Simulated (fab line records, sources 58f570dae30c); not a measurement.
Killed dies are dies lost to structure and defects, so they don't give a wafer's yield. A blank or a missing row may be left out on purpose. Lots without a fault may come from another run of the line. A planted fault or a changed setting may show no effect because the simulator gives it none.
Which tool did it? | flow berkeley_cmos170 | 15 lots, 45 wafers sampled, at 3 steps of a route of 331

WHAT THE GAUGES READ, wafer by wafer
UCB170_V1_CD_MEAS_12: target cd 700 nm. Usual: cd_nm 700.0 nm, standard deviation 1.4.
lot  | measured     | on        | cd_nm (nm)        | flag
L734 | day 9 01:17  | cd_sem-01 | 701.0 700.7 699.6 |
L733 | day 9 01:25  | cd_sem-02 | 698.5 699.4 699.6 |
L737 | day 9 01:33  | cd_sem-02 | 702.3 701.3 699.6 |
L736 | day 9 01:34  | cd_sem-01 | 699.9 698.7 699.5 |
L740 | day 10 11:38 | cd_sem-02 | 698.6 699.1 698.7 |
L741 | day 10 11:55 | cd_sem-01 | 700.9 702.1 700.5 |
L739 | day 10 12:07 | cd_sem-01 | 699.8 701.8 699.8 |
L744 | day 10 21:13 | cd_sem-01 | 700.7 701.7 700.5 |
L742 | day 10 22:56 | cd_sem-01 | 701.0 700.5 700.1 |
L746 | day 11 11:57 | cd_sem-01 | 700.5 700.4 699.1 |
L747 | day 12 14:34 | cd_sem-02 | 698.6 698.2 697.5 |
L749 | day 12 23:15 | cd_sem-02 | 698.1 697.8 697.6 |
L748 | day 12 23:26 | cd_sem-01 | 696.1 697.7 697.9 |
L750 | day 12 23:43 | cd_sem-01 | 700.1 701.3 699.0 |
L753 | day 13 04:18 | cd_sem-02 | 698.6 699.2 699.7 |

UCB170_V1_OVL_MEAS_13. Usual: V1_OVL 1 nm, standard deviation 5.6.
lot  | measured     | on         | V1_OVL (nm) | flag
L734 | day 9 01:24  | overlay-02 | 1 3 -2      |
L733 | day 9 01:32  | overlay-01 | 10 -1 3     |
L737 | day 9 01:40  | overlay-01 | 3 -6 1      |
L736 | day 9 01:41  | overlay-02 | 5 -4 -3     |
L740 | day 10 11:46 | overlay-02 | 4 5 4       |
L741 | day 10 12:01 | overlay-01 | 10 -2 -6    |
L739 | day 10 12:14 | overlay-02 | 5 0 -2      |
L744 | day 10 21:20 | overlay-02 | -4 2 10     |
L742 | day 10 23:03 | overlay-02 | 10 7 12     |
L746 | day 11 12:05 | overlay-01 | 6 5 3       |
L747 | day 12 14:40 | overlay-01 | 7 4 9       |
L749 | day 12 23:21 | overlay-01 | 7 5 3       |
L748 | day 12 23:34 | overlay-01 | -7 3 -3     |
L750 | day 12 23:50 | overlay-01 | 7 1 9       |
L753 | day 13 04:25 | overlay-02 | 6 -3 2      |

UCB170_V1_CD_MEAS_90: target cd 700 nm. Usual: cd_nm 700.0 nm, standard deviation 1.5.
lot  | measured     | on        | cd_nm (nm)        | flag
L734 | day 9 01:43  | cd_sem-02 | 701.4 700.3 700.7 |
L733 | day 9 01:51  | cd_sem-02 | 699.3 698.8 698.0 |
L737 | day 9 01:59  | cd_sem-02 | 701.9 702.9 698.5 |
L736 | day 9 02:04  | cd_sem-01 | 699.2 698.8 699.8 |
L740 | day 10 12:04 | cd_sem-02 | 697.8 698.9 697.6 |
L741 | day 10 12:22 | cd_sem-02 | 701.2 701.0 701.2 |
L739 | day 10 12:34 | cd_sem-01 | 700.5 702.3 701.1 |
L744 | day 10 21:50 | cd_sem-01 | 701.9 700.7 701.3 |
L742 | day 10 23:24 | cd_sem-02 | 700.9 700.5 700.3 |
L746 | day 11 12:23 | cd_sem-02 | 701.3 701.4 700.7 |
L747 | day 12 14:59 | cd_sem-02 | 699.8 697.3 697.8 |
L749 | day 12 23:41 | cd_sem-02 | 697.7 698.2 698.1 |
L748 | day 12 23:52 | cd_sem-02 | 695.6 697.3 697.3 |
L750 | day 13 00:08 | cd_sem-01 | 699.9 701.1 699.3 |
L753 | day 13 04:44 | cd_sem-02 | 698.3 698.0 698.9 |

WHICH TOOL RAN EACH LOT (tool, then ch and the chambers of the sampled wafers, then the start)
The record holds no process step before these readings.

WHAT THE TOOLS THEMSELVES READ (means of the sampled wafers that have a number; where no wafer has one, the mark that the record gives instead)
The record holds no such reading with a usual standard deviation.

THE ANSWER, worked out from the rows above alone
Rule: a lot is off if the mean of its wafers that have a number lies more than 3 standard deviations from the usual mean. A lot without any number at a reading at which 4 lots or more have one is off too. The other lots that the step has rows for count as sound. The gauges are gone through in route order, then the tools' own readings, and for those a lot's mean is taken as printed above. The first step at which some lot is off is used, and at that step the reading that is off furthest; a lot without a number counts as furthest.
No lot is off at any reading shown: from this, nothing can be told.

WHAT THE SIMULATOR HAD PUT IN
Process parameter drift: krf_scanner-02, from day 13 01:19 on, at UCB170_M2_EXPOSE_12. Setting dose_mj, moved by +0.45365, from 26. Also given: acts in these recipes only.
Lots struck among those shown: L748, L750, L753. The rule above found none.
